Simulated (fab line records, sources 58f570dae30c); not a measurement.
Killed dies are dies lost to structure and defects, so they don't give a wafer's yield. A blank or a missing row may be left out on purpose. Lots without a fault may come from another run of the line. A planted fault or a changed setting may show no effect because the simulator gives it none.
fab line records | flow berkeley_cmos170
record lots=5 wafers=15 last_day=11
route steps=331 shown NSD@195 BACKSIDE@199 SDANNEAL@204 PSD@206 PLDD@208 NLDD@209 SILICIDE@210 CONTACT@216
lots that met no fault: from a run of the same line without faults
start_h: hours from the record's first day to the start of the lot's first wafer shown | wait_h: hours since the lot's step before | " the same as in the row above | L1.1+2: a row that stands for several wafers | - no value, or no start given | * or withheld: withheld | < > ~ a bound
route shown NAME@n: a module of which the file shows steps, and the number in the route of the first | usual: mean/standard deviation of fault-free wafers | same: alike in all rows | chamber/n: place in a boat | sites: the reading at each site | _std_site: their standard deviation | _edge_site: outer sites' mean less inner sites' | radius_mm: how far each site lies from the wafer's centre | mask NAME#n: copy n | behind: the tool/chamber that last shaped the wafer | hold: why the lot was held/for how many hours/how that ended | device: the transistor (n, p or np) that didn't switch | end of line: the same wafers' tests at the end of the route | a step without rows: its recipe alone | killed: dies lost to structure and defects at the first sort, not the wafer's yield | map: a wafer's dies, x killed, . not, _ none there
set.NAME: the setting as run; set.NAME@STEP: as run at that earlier step | model.NAME: the simulator's own value behind a step, which no gauge read
lots at some steps of the route; a table a step, a row a wafer
services: from which hour (start_h, from the record's first day; less than 0 if before it) a tool's chamber was out of use, for how many hours, and why
## steps
# step UCB170_NSD_IMPLANT_08
# recipe species=P dose_cm2=3e+15 energy_kev=40 tilt_deg=7
# columns lot.wafer tool chamber start_h wait_h
L075.1+2+4 implanter-02 0 136.88 0.0
L077.2+5+6 implanter-02 0 163.91 0.0
L082.2+3+6 implanter-03 0 181.69 0.0
L090.1+3+4 implanter-02 0 224.17 0.0
L097.2+3+6 implanter-03 0 243.50 0.0
# step UCB170_NSD_STRIP_09
# recipe chemistry=O2 power_w=400 pressure_mtorr=3500 platen_temp_c=withheld o2_flow_sccm=400 overash_fraction=0.5
# usual drypump_motor_current_A=5.8/0.44 oes_product_au=0.534/0.0045 strip_time_to_endpoint_s=35.86/0.084
# same overash_fraction=0.5
# columns lot.wafer tool chamber start_h wait_h drypump_motor_current_A oes_product_au rf_hours_counter_h strip_time_to_endpoint_s
L075.1 plasma_asher-04 0 137.03 0.1 5.4 0.525 2 35.77
L075.2 " 1 " " 6.5 0.533 2 35.85
L075.4 " 1 " " 6.5 0.534 - 35.80
L077.2 plasma_asher-04 0 164.04 0.1 5.4 0.529 4 35.89
L077.5 " 1 " " 6.5 0.536 - 35.92
L077.6 " 0 " " 5.4 0.534 - 35.83
L082.2 plasma_asher-03 0 181.82 0.1 5.2 0.538 39 35.75
L082.3 " 1 " " 5.6 0.537 - 35.74
L082.6 " 1 " " 5.5 0.535 - 35.69
L090.1 plasma_asher-03 1 224.32 0.1 5.6 0.536 44 35.95
L090.3 " 0 " " 5.2 0.533 - 35.90
L090.4 " 1 " " 5.6 0.530 - 35.94
L097.2 plasma_asher-02 1 243.62 0.1 5.9 0.538 56 35.81
L097.3 " 0 " " 6.2 0.536 - 35.75
L097.6 " 1 " " 5.9 0.535 - 35.73
# step UCB170_NSD_TW_MEAS_10
# usual NSD_TW=4176/25
# columns lot.wafer tool chamber start_h wait_h NSD_TW
L075.1 film_metro-01 - 137.13 0.1 4198
L075.2 " - " " 4194
L075.4 " - " " 4188
L077.2 film_metro-01 - 164.15 0.1 4154
L077.5 " - " " 4181
L077.6 " - " " 4197
L082.2 film_metro-02 - 181.93 0.1 4150
L082.3 " - " " 4172
L082.6 " - " " 4173
L090.1 film_metro-03 - 224.42 0.1 4152
L090.3 " - " " 4132
L090.4 " - " " 4151
L097.2 film_metro-01 - 243.73 0.1 4201
L097.3 " - " " 4179
L097.6 " - " " 4159
# step UCB170_NSD_CLEAN_11
# recipe chemistry=SPM temp_c=120 time_s=600
# same time_s=600
# columns lot.wafer tool chamber start_h wait_h
L075.1+2+4 wet_bench-02 3 137.19 0.1
L077.2+5+6 wet_bench-02 2 164.20 0.0
L082.2+3+6 wet_bench-02 0 181.98 0.0
L090.1+3+4 wet_bench-03 0 224.89 0.5
L097.2+3+6 wet_bench-02 3 243.84 0.1
# step UCB170_BACKSIDE_HMDS_00
# recipe prime_time_s=60 prime_temp_c=100
# columns lot.wafer tool chamber start_h wait_h
L075.1+2+4 litho_track-01 0 137.63 0.2
L077.2+5+6 litho_track-03 0 164.40 0.0
L082.2+3+6 litho_track-01 0 182.26 0.1
L090.1+3+4 litho_track-04 0 225.93 0.9
L097.2+3+6 litho_track-04 0 244.04 0.0
# step UCB170_BACKSIDE_COAT_01
# recipe resist=KrF spin_rpm=1500 resist_thk_nm=900
# columns lot.wafer tool chamber start_h wait_h
L075.1+2+4 litho_track-01 0 137.78 0.1
L077.2+5+6 litho_track-03 0 164.55 0.1
L082.2+3+6 litho_track-01 0 182.41 0.1
L090.1+3+4 litho_track-04 0 226.08 0.1
L097.2+3+6 litho_track-04 0 244.19 0.1
# step UCB170_BACKSIDE_SOFTBAKE_02
# recipe resist=KrF temp_c=130 time_s=60
# same time_s=60
# columns lot.wafer tool chamber start_h wait_h
L075.1+2+4 litho_track-01 0 137.93 0.1
L077.2+5+6 litho_track-03 0 164.70 0.1
L082.2+3+6 litho_track-01 0 182.56 0.1
L090.1+3+4 litho_track-04 0 226.23 0.1
L097.2+3+6 litho_track-04 0 244.34 0.1
# step UCB170_BACKSIDE_STRIP_03
# recipe chemistry=O2 power_w=400 pressure_mtorr=3500 platen_temp_c=withheld o2_flow_sccm=400 overash_fraction=0.5
# usual drypump_motor_current_A=6.0/0.58 oes_product_au=0.735/0.0045 strip_time_to_endpoint_s=21.99/0.071
# same overash_fraction=0.5
# columns lot.wafer tool chamber start_h wait_h drypump_motor_current_A oes_product_au rf_hours_counter_h strip_time_to_endpoint_s
L075.1 plasma_asher-02 1 138.08 0.1 5.9 0.737 44 22.05
L075.2 " 0 " " 6.2 0.729 44 22.02
L075.4 " 0 " " 6.2 0.730 - 21.98
L077.2 plasma_asher-03 1 164.82 0.1 5.6 0.731 37 21.99
L077.5 " 1 " " 5.6 0.731 - 22.03
L077.6 " 0 " " 5.2 0.734 - 21.95
L082.2 plasma_asher-01 1 182.69 0.1 6.8 0.736 49 21.99
L082.3 " 0 " " 5.4 0.735 - 22.06
L082.6 " 1 " " 6.8 0.739 - 22.04
L090.1 plasma_asher-01 0 226.38 0.1 5.4 0.730 55 22.04
L090.3 " 1 " " 6.8 0.737 - 21.93
L090.4 " 0 " " 5.4 0.738 - 22.02
L097.2 plasma_asher-02 0 244.46 0.1 6.2 0.735 56 22.11
L097.3 " 0 " " 6.2 0.737 - 21.91
L097.6 " 0 " " 6.2 0.752 - 22.06
# step UCB170_BACKSIDE_CLEAN_04
# recipe chemistry=SPM temp_c=120 time_s=600
# same time_s=600
# columns lot.wafer tool chamber start_h wait_h
L075.1+2+4 wet_bench-02 0 138.18 0.1
L077.2+5+6 wet_bench-02 2 164.92 0.1
L082.2+3+6 wet_bench-02 2 182.79 0.1
L090.1+3+4 wet_bench-04 0 228.72 2.3
L097.2+3+6 wet_bench-04 1 244.56 0.1
# step UCB170_SDANNEAL_RTA_00
# recipe temp_c=900 time_s=10 ambient=N2
# usual lamp_power_pct=25.65/0.13 wafer_temp_C_max=903.5/0.83
# same time_s=10
# columns lot.wafer tool chamber start_h wait_h lamp_power_pct wafer_temp_C_max
L075.1 rtp_anneal-02 0 138.37 0.0 25.54 902.8
L075.2 " 0 " " 25.56 903.4
L075.4 " 0 " " 25.53 902.3
L077.2 rtp_anneal-01 0 165.11 0.0 25.82 903.5
L077.5 " 0 " " 25.81 905.0
L077.6 " 0 " " 25.82 903.1
L082.2 rtp_anneal-01 0 182.97 0.0 25.81 904.9
L082.3 " 0 " " 25.79 903.0
L082.6 " 0 " " 25.77 905.1
L090.1 rtp_anneal-02 0 228.90 0.0 25.54 903.4
L090.3 " 0 " " 25.56 903.9
L090.4 " 0 " " 25.51 903.1
L097.2 rtp_anneal-01 0 244.78 0.0 25.83 904.4
L097.3 " 0 " " 25.78 904.8
L097.6 " 0 " " 25.82 904.6
# step UCB170_SDANNEAL_RTA_01
# recipe temp_c=1050 time_s=5 ambient=N2
# usual lamp_power_pct=39.60/0.2 wafer_temp_C_max=1054.0/1
# same time_s=5
# columns lot.wafer tool chamber start_h wait_h lamp_power_pct wafer_temp_C_max
L075.1 rtp_anneal-02 0 138.44 0.1 39.44 1053.1
L075.2 " 0 " " 39.50 1054.7
L075.4 " 0 " " 39.48 1053.1
L077.2 rtp_anneal-01 0 165.17 0.1 39.80 1053.3
L077.5 " 0 " " 39.88 1054.9
L077.6 " 0 " " 39.82 1053.3
L082.2 rtp_anneal-01 0 183.04 0.1 39.84 1054.8
L082.3 " 0 " " 39.84 1055.4
L082.6 " 0 " " 39.81 1053.8
L090.1 rtp_anneal-02 0 228.96 0.1 39.41 1053.0
L090.3 " 0 " " 39.42 1054.0
L090.4 " 0 " " 39.42 1053.1
L097.2 rtp_anneal-01 0 244.91 0.1 39.81 1056.4
L097.3 " 0 " " 39.80 1054.4
L097.6 " 0 " " 39.81 1054.9
# step UCB170_SDANNEAL_RS_MEAS_02
# recipe thk_meas_gauge=four-point-probe
# usual PSD_RS=75.62/0.3
# columns lot.wafer tool chamber start_h wait_h PSD_RS[ohm/sq]
L075.1 film_metro-01 - 138.49 0.0 75.91
L075.2 " - " " 75.88
L075.4 " - " " 76.04
L077.2 film_metro-02 - 165.24 0.1 75.76
L077.5 " - " " 76.01
L077.6 " - " " 76.34
L082.2 film_metro-02 - 183.11 0.1 75.54
L082.3 " - " " 75.41
L082.6 " - " " 75.34
L090.1 film_metro-03 - 229.02 0.0 75.54
L090.3 " - " " 75.45
L090.4 " - " " 75.83
L097.2 film_metro-03 - 245.06 0.1 75.75
L097.3 " - " " 75.40
L097.6 " - " " 75.57
# step UCB170_SDANNEAL_RS_MEAS_03
# recipe thk_meas_gauge=four-point-probe
# usual NSD_RS=37.26/0.086
# columns lot.wafer tool chamber start_h wait_h NSD_RS[ohm/sq]
L075.1 film_metro-01 - 138.61 0.1 37.26
L075.2 " - " " 37.11
L075.4 " - " " 37.17
L077.2 film_metro-02 - 165.36 0.1 37.27
L077.5 " - " " 37.32
L077.6 " - " " 37.40
L082.2 film_metro-02 - 183.23 0.1 37.25
L082.3 " - " " 37.39
L082.6 " - " " 37.33
L090.1 film_metro-03 - 229.14 0.1 37.20
L090.3 " - " " 37.31
L090.4 " - " " 37.24
L097.2 film_metro-03 - 245.18 0.1 37.31
L097.3 " - " " 37.37
L097.6 " - " " 37.47
# step UCB170_SDANNEAL_RS_MEAS_04
# recipe thk_meas_gauge=four-point-probe
# usual PLDD_RS=1032/3.4
# columns lot.wafer tool chamber start_h wait_h PLDD_RS[ohm/sq]
L075.1 film_metro-01 - 138.73 0.1 1026
L075.2 " - " " 1029
L075.4 " - " " 1028
L077.2 film_metro-02 - 165.48 0.1 1035
L077.5 " - " " 1036
L077.6 " - " " 1033
L082.2 film_metro-02 - 183.35 0.1 1032
L082.3 " - " " 1031
L082.6 " - " " 1034
L090.1 film_metro-03 - 229.26 0.1 1028
L090.3 " - " " 1029
L090.4 " - " " 1031
L097.2 film_metro-03 - 245.30 0.1 1028
L097.3 " - " " 1032
L097.6 " - " " 1031
# step UCB170_SDANNEAL_RS_MEAS_05
# recipe thk_meas_gauge=four-point-probe
# usual NLDD_RS=616.7/1.6
# columns lot.wafer tool chamber start_h wait_h NLDD_RS[ohm/sq]
L075.1 film_metro-01 - 138.85 0.1 616.1
L075.2 " - " " 616.0
L075.4 " - " " 616.7
L077.2 film_metro-02 - 165.60 0.1 617.6
L077.5 " - " " 619.5
L077.6 " - " " 616.3
L082.2 film_metro-02 - 183.47 0.1 618.2
L082.3 " - " " 619.1
L082.6 " - " " 619.2
L090.1 film_metro-03 - 229.38 0.1 615.6
L090.3 " - " " 616.4
L090.4 " - " " 615.1
L097.2 film_metro-03 - 245.42 0.1 616.1
L097.3 " - " " 616.8
L097.6 " - " " 617.4
# step UCB170_SILICIDE_PRE_CLEAN_00
# recipe gas=Ar preclean_etch_time_s=60
# columns lot.wafer tool chamber start_h wait_h
L075.1+2+4 pvd_sputter-04 - 138.97 0.1
L077.2+5+6 pvd_sputter-04 - 165.70 0.1
L082.2+3+6 pvd_sputter-01 - 183.57 0.1
L090.1+3+4 pvd_sputter-04 - 229.50 0.1
L097.2+3+6 pvd_sputter-02 - 245.52 0.1
# step UCB170_SILICIDE_SPUTTER_01
# recipe material=Ti target_thk_nm=30 time_s=25 power_w=1500 chamber_pressure_pa=0.5
# usual throttle_valve_pct=29.8/1.4
# same time_s=25
# columns lot.wafer tool chamber start_h wait_h throttle_valve_pct
L075.1 pvd_sputter-04 - 139.04 0.0 31.6
L075.2 " - " " 27.2
L075.4 " - " " 31.9
L077.2 pvd_sputter-04 - 165.77 0.0 27.3
L077.5 " - " " 29.0
L077.6 " - " " 27.1
L082.2 pvd_sputter-01 - 183.63 0.0 29.7
L082.3 " - " " 29.0
L082.6 " - " " 29.9
L090.1 pvd_sputter-04 - 229.57 0.0 31.5
L090.3 " - " " 31.8
L090.4 " - " " 29.1
L097.2 pvd_sputter-02 - 245.58 0.0 30.6
L097.3 " - " " 30.5
L097.6 " - " " 30.7
# step UCB170_SILICIDE_RS_MEAS_02
# recipe thk_meas_gauge=four-point-probe reads=Ti_of_SILICIDE_SPUTTER_01
# usual SILICIDE_TI_RS=26.1/0.38
# columns lot.wafer tool chamber start_h wait_h SILICIDE_TI_RS[ohm/sq]
L075.1 film_metro-03 - 139.08 0.0 26.5
L075.2 " - " " 26.1
L075.4 " - " " 26.1
L077.2 film_metro-04 - 165.82 0.0 26.0
L077.5 " - " " 26.2
L077.6 " - " " 26.2
L082.2 film_metro-04 - 183.68 0.0 26.7
L082.3 " - " " 26.8
L082.6 " - " " 26.8
L090.1 film_metro-04 - 229.60 0.0 25.7
L090.3 " - " " 25.9
L090.4 " - " " 25.6
L097.2 film_metro-01 - 245.63 0.0 25.5
L097.3 " - " " 25.7
L097.6 " - " " 25.6
# step UCB170_SILICIDE_THK_MEAS_03
# recipe thk_meas_gauge=xrf reads=Ti_of_SILICIDE_SPUTTER_01
# usual SILICIDE_TI_THK=30.1/0.4
# columns lot.wafer tool chamber start_h wait_h SILICIDE_TI_THK[nm]
L075.1 film_metro-03 - 139.20 0.1 29.8
L075.2 " - " " 30.3
L075.4 " - " " 30.3
L077.2 film_metro-04 - 165.93 0.1 30.1
L077.5 " - " " 29.8
L077.6 " - " " 29.9
L082.2 film_metro-04 - 183.79 0.1 29.5
L082.3 " - " " 29.4
L082.6 " - " " 29.3
L090.1 film_metro-04 - 229.72 0.1 30.6
L090.3 " - " " 30.3
L090.4 " - " " 30.7
L097.2 film_metro-01 - 245.74 0.1 30.6
L097.3 " - " " 30.2
L097.6 " - " " 30.5
# step UCB170_SILICIDE_RTA_04
# recipe temp_c=650 time_s=15 ambient=N2
# usual lamp_power_pct=11.00/0.057 wafer_temp_C_max=652.7/0.66
# same time_s=15
# columns lot.wafer tool chamber start_h wait_h lamp_power_pct wafer_temp_C_max
L075.1 rtp_anneal-02 0 139.26 0.1 10.94 652.5
L075.2 " 0 " " 10.93 652.4
L075.4 " 0 " " 10.96 652.1
L077.2 rtp_anneal-01 0 165.99 0.1 11.07 653.5
L077.5 " 0 " " 11.06 652.8
L077.6 " 0 " " 11.05 654.1
L082.2 rtp_anneal-01 0 183.86 0.1 11.06 655.2
L082.3 " 0 " " 11.06 653.0
L082.6 " 0 " " 11.07 653.9
L090.1 rtp_anneal-01 0 229.78 0.1 11.06 652.8
L090.3 " 0 " " 11.06 652.8
L090.4 " 0 " " 11.05 652.9
L097.2 rtp_anneal-02 0 245.81 0.1 10.94 652.3
L097.3 " 0 " " 10.94 651.6
L097.6 " 0 " " 10.95 653.1
# step UCB170_SILICIDE_WET_ETCH_05
# recipe chemistry=SPM time_s=45 temp_c=120 target=Ti
# same time_s=45
# columns lot.wafer tool chamber start_h wait_h
L075.1+2+4 wet_bench-02 0 139.36 0.1
L077.2+5+6 wet_bench-02 0 166.05 0.1
L082.2+3+6 wet_bench-02 2 184.09 0.2
L090.1+3+4 wet_bench-04 1 229.85 0.1
L097.2+3+6 wet_bench-02 1 245.87 0.1
# step UCB170_CONTACT_CLEAN_00
# recipe chemistry=SPM temp_c=120 time_s=600
# same time_s=600
# columns lot.wafer tool chamber start_h wait_h
L075.1+2+4 wet_bench-02 1 139.39 0.0
L077.2+5+6 wet_bench-02 1 166.08 0.0
L082.2+3+6 wet_bench-02 2 184.29 0.2
L090.1+3+4 wet_bench-04 1 229.88 0.0
L097.2+3+6 wet_bench-02 2 245.89 0.0
# step UCB170_CONTACT_CVD_01
# recipe material=PSG target_thk_nm=700 temp_c=450 precursor=SiH4/O2/PH3 time_s=2820 pressure_mtorr=300 sih4_flow_sccm=60 o2_flow_sccm=90 ph3_flow_sccm=25
# usual spike_tc_centre_C=452.3/1 zone_power_centre_pct=18.0/1.7
# same time_s=2820
# columns lot.wafer tool chamber start_h wait_h spike_tc_centre_C zone_power_centre_pct
L075.1 lpcvd-01 1 140.16 0.6 452.1 18.2
L075.2 " 1 " " 453.0 18.4
L075.4 " 1 " " 452.5 18.5
L077.2 lpcvd-01 1 166.25 0.0 452.6 18.4
L077.5 " 1 " " 451.7 18.1
L077.6 " 1 " " 454.0 18.6
L082.2 lpcvd-01 1 184.46 0.0 452.9 17.9
L082.3 " 1 " " 452.0 18.0
L082.6 " 1 " " 451.4 18.5
L090.1 lpcvd-01 0 230.05 0.0 452.4 16.1
L090.3 " 0 " " 453.7 15.9
L090.4 " 0 " " 450.5 16.1
L097.2 lpcvd-01 0 247.35 1.3 452.0 16.2
L097.3 " 0 " " 452.0 16.4
L097.6 " 0 " " 453.2 16.1
# step UCB170_CONTACT_THK_MEAS_02
# recipe reads=PSG_of_CONTACT_CVD_01
# usual CONTACT_PSG_THK=700/7.7
# columns lot.wafer tool chamber start_h wait_h CONTACT_PSG_THK[nm]
L075.1 film_metro-01 - 141.94 0.0 707
L075.2 " - " " 712
L075.4 " - " " 704
L077.2 film_metro-02 - 168.04 0.0 707
L077.5 " - " " 704
L077.6 " - " " 702
L082.2 film_metro-01 - 186.26 0.0 704
L082.3 " - " " 699
L082.6 " - " " 700
L090.1 film_metro-04 - 231.83 0.0 692
L090.3 " - " " 689
L090.4 " - " " 692
L097.2 film_metro-02 - 249.15 0.0 696
L097.3 " - " " 694
L097.6 " - " " 692
# step UCB170_CONTACT_HMDS_03
# recipe prime_time_s=60 prime_temp_c=100
# columns lot.wafer tool chamber start_h wait_h
L075.1+2+4 litho_track-01 0 142.00 0.1
L077.2+5+6 litho_track-02 0 168.12 0.1
L082.2+3+6 litho_track-02 0 186.76 0.5
L090.1+3+4 litho_track-02 0 231.89 0.1
L097.2+3+6 litho_track-03 0 249.33 0.2
# step UCB170_CONTACT_COAT_04
# recipe resist=KrF spin_rpm=1500 resist_thk_nm=900
# columns lot.wafer tool chamber start_h wait_h
L075.1+2+4 litho_track-01 0 142.15 0.1
L077.2+5+6 litho_track-02 0 168.27 0.1
L082.2+3+6 litho_track-02 0 186.91 0.1
L090.1+3+4 litho_track-02 0 232.04 0.1
L097.2+3+6 litho_track-03 0 249.48 0.1
# step UCB170_CONTACT_SOFTBAKE_05
# recipe resist=KrF temp_c=130 time_s=60
# same time_s=60
# columns lot.wafer tool chamber start_h wait_h
L075.1+2+4 litho_track-01 0 142.30 0.1
L077.2+5+6 litho_track-02 0 168.42 0.1
L082.2+3+6 litho_track-02 0 187.06 0.1
L090.1+3+4 litho_track-02 0 232.19 0.1
L097.2+3+6 litho_track-03 0 249.63 0.1
# step UCB170_CONTACT_STRIP_06
# recipe chemistry=O2 power_w=400 pressure_mtorr=3500 platen_temp_c=withheld o2_flow_sccm=400 overash_fraction=0.5
# usual drypump_motor_current_A=5.7/0.59 oes_product_au=0.734/0.0041 strip_time_to_endpoint_s=21.99/0.07
# same overash_fraction=0.5
# columns lot.wafer tool chamber start_h wait_h drypump_motor_current_A oes_product_au rf_hours_counter_h strip_time_to_endpoint_s
L075.1 plasma_asher-04 1 142.45 0.1 6.5 0.729 2 22.00
L075.2 " 0 " " 5.4 0.734 2 21.96
L075.4 " 0 " " 5.4 0.739 - 21.94
L077.2 plasma_asher-03 1 168.54 0.1 5.6 0.727 37 21.91
L077.5 " 1 " " 5.6 0.732 - 21.93
L077.6 " 0 " " 5.1 0.735 - 21.93
L082.2 plasma_asher-04 1 187.18 0.1 6.5 0.724 7 22.08
L082.3 " 1 " " 6.5 0.737 - 22.04
L082.6 " 1 " " 6.5 0.737 - 22.01
L090.1 plasma_asher-01 1 232.34 0.1 6.7 0.732 56 22.05
L090.3 " 1 " " 6.8 0.734 - 22.06
L090.4 " 0 " " 5.4 0.732 - 22.01
L097.2 plasma_asher-04 0 249.76 0.1 5.4 0.737 10 21.88
L097.3 " 0 " " 5.4 0.737 - 21.85
L097.6 " 1 " " 6.5 0.740 - 21.91
# step UCB170_CONTACT_CLEAN_07
# recipe chemistry=SPM temp_c=120 time_s=600
# same time_s=600
# columns lot.wafer tool chamber start_h wait_h
L075.1+2+4 wet_bench-02 2 142.55 0.1
L077.2+5+6 wet_bench-02 1 168.64 0.1
L082.2+3+6 wet_bench-04 2 187.43 0.2
L090.1+3+4 wet_bench-01 3 234.14 1.8
L097.2+3+6 wet_bench-02 0 249.86 0.1
# step UCB170_CONTACT_RTA_08
# recipe temp_c=900 time_s=10 ambient=N2
# usual lamp_power_pct=25.64/0.13 wafer_temp_C_max=903.3/0.77
# same time_s=10
# columns lot.wafer tool chamber start_h wait_h lamp_power_pct wafer_temp_C_max
L075.1 rtp_anneal-02 0 142.74 0.0 25.54 902.5
L075.2 " 0 " " 25.52 902.9
L075.4 " 0 " " 25.55 903.3
L077.2 rtp_anneal-01 0 168.85 0.0 25.78 903.6
L077.5 " 0 " " 25.83 903.9
L077.6 " 0 " " 25.78 904.3
L082.2 rtp_anneal-01 0 187.64 0.0 25.82 903.4
L082.3 " 0 " " 25.82 904.5
L082.6 " 0 " " 25.78 903.3
L090.1 rtp_anneal-02 0 234.32 0.0 25.57 903.3
L090.3 " 0 " " 25.55 903.5
L090.4 " 0 " " 25.55 902.9
L097.2 rtp_anneal-01 0 250.05 0.0 25.81 902.8
L097.3 " 0 " " 25.79 903.4
L097.6 " 0 " " 25.79 902.9
# step UCB170_CONTACT_COAT_09
# recipe resist=BARC temp_c=withheld time_s=withheld spin_rpm=3000 resist_thk_nm=withheld
# columns lot.wafer tool chamber start_h wait_h
L075.1+2+4 litho_track-02 0 142.81 0.1
L077.2+5+6 litho_track-01 0 169.26 0.4
L082.2+3+6 litho_track-03 0 188.26 0.6
L090.1+3+4 litho_track-01 0 234.38 0.1
L097.2+3+6 litho_track-03 0 250.19 0.1
# step UCB170_CONTACT_COAT_10
# recipe resist=KrF spin_rpm=1500 resist_thk_nm=900
# columns lot.wafer tool chamber start_h wait_h
L075.1+2+4 litho_track-02 0 - -
L077.2+5+6 litho_track-01 0 - -
L082.2+3+6 litho_track-03 0 - -
L090.1+3+4 litho_track-01 0 - -
L097.2+3+6 litho_track-03 0 - -
# step UCB170_CONTACT_SOFTBAKE_11
# recipe resist=KrF temp_c=130 time_s=60
# same time_s=60
# columns lot.wafer tool chamber start_h wait_h
L075.1+2+4 litho_track-02 0 - -
L077.2+5+6 litho_track-01 0 - -
L082.2+3+6 litho_track-03 0 - -
L090.1+3+4 litho_track-01 0 - -
L097.2+3+6 litho_track-03 0 - -
# step UCB170_CONTACT_EXPOSE_12
# recipe mask_id=CONT target_cd_nm=700 na=0.5 sigma_outer=0.6 source_shape=conventional dose_mj=35
# columns lot.wafer tool chamber start_h wait_h mask
L075.1+2+4 krf_scanner-02 0 143.38 - CONT#0
L077.2+5+6 krf_scanner-02 0 169.83 - CONT#0
L082.2+3+6 krf_scanner-01 0 188.70 - CONT#0
L090.1+3+4 krf_scanner-01 0 234.83 - CONT#0
L097.2+3+6 krf_scanner-02 0 250.87 - CONT#0
# step UCB170_CONTACT_PEB_13
# recipe peb_temp_c=130 peb_time_s=withheld resist=KrF
# columns lot.wafer tool chamber start_h wait_h
L075.1+2+4 litho_track-03 0 143.50 0.1
L077.2+5+6 litho_track-03 0 170.07 0.2
L082.2+3+6 litho_track-01 0 189.44 0.7
L090.1+3+4 litho_track-01 0 235.28 0.4
L097.2+3+6 litho_track-01 0 251.00 0.1
# step UCB170_CONTACT_DEVELOP_14
# recipe developer=TMAH develop_time_s=45 resist=KrF dev_temp_c=21
# columns lot.wafer tool chamber start_h wait_h
L075.1+2+4 litho_track-03 0 - -
L077.2+5+6 litho_track-03 0 - -
L082.2+3+6 litho_track-01 0 - -
L090.1+3+4 litho_track-01 0 - -
L097.2+3+6 litho_track-01 0 - -
# step UCB170_CONTACT_CD_MEAS_15
# recipe target_cd_nm=700
# usual cd_nm=699.9/1.5
# columns lot.wafer tool chamber start_h wait_h cd_nm
L075.1 cd_sem-02 - 143.78 - 701.1
L075.2 " - " " 700.8
L075.4 " - " " 700.1
L077.2 cd_sem-02 - 170.34 - 696.6
L077.5 " - " " 696.6
L077.6 " - " " 695.7
L082.2 cd_sem-02 - 189.71 - 699.7
L082.3 " - " " 700.2
L082.6 " - " " 698.7
L090.1 cd_sem-02 - 235.56 - 701.6
L090.3 " - " " 702.0
L090.4 " - " " 702.5
L097.2 cd_sem-01 - 251.27 - 699.8
L097.3 " - " " 700.2
L097.6 " - " " 699.4
# step UCB170_CONTACT_OVL_MEAS_16
# usual CONTACT_OVL=2/5.4
# columns lot.wafer tool chamber start_h wait_h CONTACT_OVL[nm]
L075.1 overlay-02 - 143.90 0.1 -1
L075.2 " - " " 4
L075.4 " - " " 8
L077.2 overlay-01 - 170.45 0.1 1
L077.5 " - " " 8
L077.6 " - " " -3
L082.2 overlay-01 - 189.82 0.1 -1
L082.3 " - " " -1
L082.6 " - " " 6
L090.1 overlay-02 - 235.68 0.1 7
L090.3 " - " " 7
L090.4 " - " " 1
L097.2 overlay-01 - 251.37 0.1 16
L097.3 " - " " 5
L097.6 " - " " 6
# step UCB170_CONTACT_ETCH_17
# recipe chemistry=N2/H2 target_depth_a=withheld overetch_a=withheld target=BARC time_s=withheld source_w=500 bias_w=100 pressure_mtorr=30 n2_flow_sccm=100 h2_flow_sccm=200
# usual bias_w=100.0/0.31 drypump_motor_current_A=5.9/0.43 oes_product_au=0.994/0.015 throttle_valve_pct=13.30/0.16
# columns lot.wafer tool chamber start_h wait_h bias_w drypump_motor_current_A oes_product_au throttle_valve_pct
L075.1 rie_diel-01 2 143.93 0.0 99.5 5.4 0.993 13.36
L075.2 " 0 " " 100.2 6.4 0.989 13.26
L075.4 " 3 " " 100.2 6.2 1.002 13.10
L077.2 rie_diel-04 3 170.48 0.0 99.8 6.5 1.000 13.16
L077.5 " 2 " " 99.5 5.3 1.022 13.09
L077.6 " 1 " " 100.4 5.9 1.003 13.31
L082.2 rie_diel-04 0 189.85 0.0 99.9 5.7 0.973 13.58
L082.3 " 2 " " 100.1 5.3 1.010 13.07
L082.6 " 1 " " 100.0 5.9 0.989 13.31
L090.1 rie_diel-03 2 235.71 0.0 100.3 5.3 0.971 13.46
L090.3 " 0 " " 100.0 5.5 0.989 13.44
L090.4 " 1 " " 100.0 5.3 0.959 13.21
L097.2 rie_diel-03 1 251.40 0.0 99.4 5.3 0.967 13.21
L097.3 " 2 " " 100.1 5.3 0.971 13.46
L097.6 " 3 " " 100.1 6.5 1.009 13.18
# step UCB170_CONTACT_ETCH_18
# recipe chemistry=CHF3/CF4/Ar target=PSG stop_on=TiSi2 CHF3_flow_sccm=45 cf4_flow_sccm=15 Ar_flow_sccm=150 pressure_mtorr=200 rf_w=700 target_depth_a=8400 over_etch_frac=0.2 time_s=195
# usual drypump_motor_current_A=5.9/0.43 oes_product_au=0.890/0.012 throttle_valve_pct=6.91/0.11
# same time_s=195
# columns lot.wafer tool chamber start_h wait_h drypump_motor_current_A oes_product_au rf_hours_counter_h throttle_valve_pct
L075.1 rie_diel-01 2 - - 5.5 0.894 146 6.96
L075.2 " 0 " " 6.4 0.892 17 6.78
L075.4 " 3 " " 6.3 0.896 2 6.76
L077.2 rie_diel-04 3 - - 6.5 0.921 30 6.88
L077.5 " 2 " " 5.3 0.894 - 6.81
L077.6 " 1 " " 5.9 0.898 - 6.89
L082.2 rie_diel-04 0 - - 5.7 0.883 93 7.04
L082.3 " 2 " " 5.3 0.891 1 6.80
L082.6 " 1 " " 5.9 0.892 - 6.89
L090.1 rie_diel-03 2 - - 5.3 0.860 12 7.03
L090.3 " 0 " " 5.6 0.881 104 6.98
L090.4 " 1 " " 5.3 0.877 8 6.89
L097.2 rie_diel-03 1 - - 5.3 0.879 9 6.90
L097.3 " 2 " " 5.3 0.876 12 7.03
L097.6 " 3 " " 6.6 0.898 - 6.82
## services
# columns tool chamber start_h hours kind
plasma_asher-04 0 117.75 - clean
plasma_asher-04 1 117.75 - clean
rie_diel-04 3 121.91 8.7 repair
rtp_anneal-01 - 128.27 14.5 pm
krf_scanner-02 - 134.80 1.3 pm
rtp_anneal-01 - 142.78 1.5 pm
krf_scanner-01 - 150.41 1.3 pm
krf_scanner-02 - 155.22 0.8 pm
krf_scanner-01 - 156.72 1.0 pm
rie_diel-04 - 157.39 0.2 repair
rie_diel-04 - 157.63 11.1 repair
rie_diel-03 2 172.94 6.4 repair
implanter-03 - 193.82 1.4 repair
krf_scanner-02 - 195.84 1.0 pm
wet_bench-04 - 201.32 1.1 repair
plasma_asher-04 - 202.84 14.6 pm
wet_bench-04 - 205.90 2.4 repair
krf_scanner-01 - 207.43 4.4 pm
rie_diel-04 0 221.66 2.2 repair
rie_diel-03 - 222.48 1.5 repair
wet_bench-02 - 222.94 18.0 repair
plasma_asher-04 - 223.09 10.2 repair
wet_bench-01 - 224.77 1.1 repair
krf_scanner-02 - 247.08 1.8 repair
## key
fault none
